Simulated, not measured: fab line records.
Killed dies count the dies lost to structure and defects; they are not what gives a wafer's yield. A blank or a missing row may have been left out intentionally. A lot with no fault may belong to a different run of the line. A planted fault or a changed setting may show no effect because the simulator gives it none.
The same fault as seen by 2 desks | flow berkeley-cmos170 | every desk sees just its own numbers, and what lay behind them comes last

## AT THE TOOL OWNER'S DESK: rie-diel-02
The tool's own readings at UCB170_V2_ETCH_14 (etches SiO2 in CHF3/CF4/Ar, stops on Al, target depth 1250 nm, time 291 s): means of the sampled wafers that have a number, for each lot that ran on this tool. If a lot's mean is further than 4 standard deviations from the usual mean, the lot is out of limits and carries the mark OUT (the distance appears in the brackets).
Columns: A = drypump-motor-current-A at UCB170_V2_ETCH_14, usual 5.8 A; B = mfc-ar-sccm at UCB170_V2_ETCH_14, usual 150.0 sccm; C = oes-product-au at UCB170_V2_ETCH_14, usual 0.871 a.u.; D = run-length-s at UCB170_V2_ETCH_14, usual 319.3 s; E = throttle-valve-pct at UCB170_V2_ETCH_14, usual 6.89 %
lot  | first seen here | A   | B     | C                | D               | E
L824 | day 8 23:20     | 5.4 | 149.7 | 0.817 (-4.5) OUT | 370.3 (+84) OUT | 6.88
L826 | day 9 10:37     | 5.4 | 149.8 | 0.815 (-4.7) OUT | 370.3 (+84) OUT | 6.88
This desk finds L824, L826 out of limits, L824 being first, at day 8 23:20 (oes-product-au at UCB170_V2_ETCH_14). In limits: none.

## METROLOGY DESK
Lot by lot, what the gauges showed, no matter which tool ran the lot: averages of those sampled wafers that carry a number. If a lot's mean is further than 4 standard deviations from the usual mean, the lot is out of limits and carries the mark OUT (the distance appears in the brackets).
Columns: A = NWELL_OXIDE_THK at UCB170_NWELL_THK_MEAS_02, usual 26.5 nm; B = cd-nm at UCB170_V1_CD_MEAS_90, usual 700.1 nm; C = V2_TEOS_THK at UCB170_V2_THK_MEAS_01, usual 2012 nm
lot  | first seen here | A    | B     | C
L817 | day 2 05:09     | 26.6 | 699.6 | 1987
L818 | day 2 07:26     | 26.9 | 700.9 | 2004
L824 | day 3 08:44     | 26.6 | 701.8 | 2006
L826 | day 3 19:36     | 25.6 | 700.0 | 2005
L832 | day 5 00:48     | 26.6 | 700.9 | 2011
L833 | day 5 07:20     | 26.8 | 700.1 | 2012
L835 | day 5 15:55     | 26.2 | 697.4 | 2017
L836 | day 6 03:46     | 26.0 | 699.3 | 2014
L838 | day 6 10:36     | 26.2 | 698.7 | 1974
L839 | day 6 10:36     | 26.5 | 701.5 | 2030
L840 | day 6 16:19     | 26.2 | 701.0 | 2011
This desk found nothing out of limits on any of the 11 lots.

## ALL TOGETHER
An alarm could have come from the tool owner's desk at day 8 23:20, on L824, L826.
Nothing out of limits was seen by the metrology desk.
The metrology desk holds a record of L824, L826, inside its limits.
Every lot named ran UCB170_V2_ETCH_14 on rie-diel-02.

## WHAT WAS PUT IN BY THE SIMULATOR
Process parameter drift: rie-diel-02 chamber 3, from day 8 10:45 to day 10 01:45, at UCB170_V2_ETCH_14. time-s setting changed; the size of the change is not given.
Lots struck among those shown: L824, L826.
Hours from the fault's start to each desk's first reading out of limits: the tool owner's desk, 13.
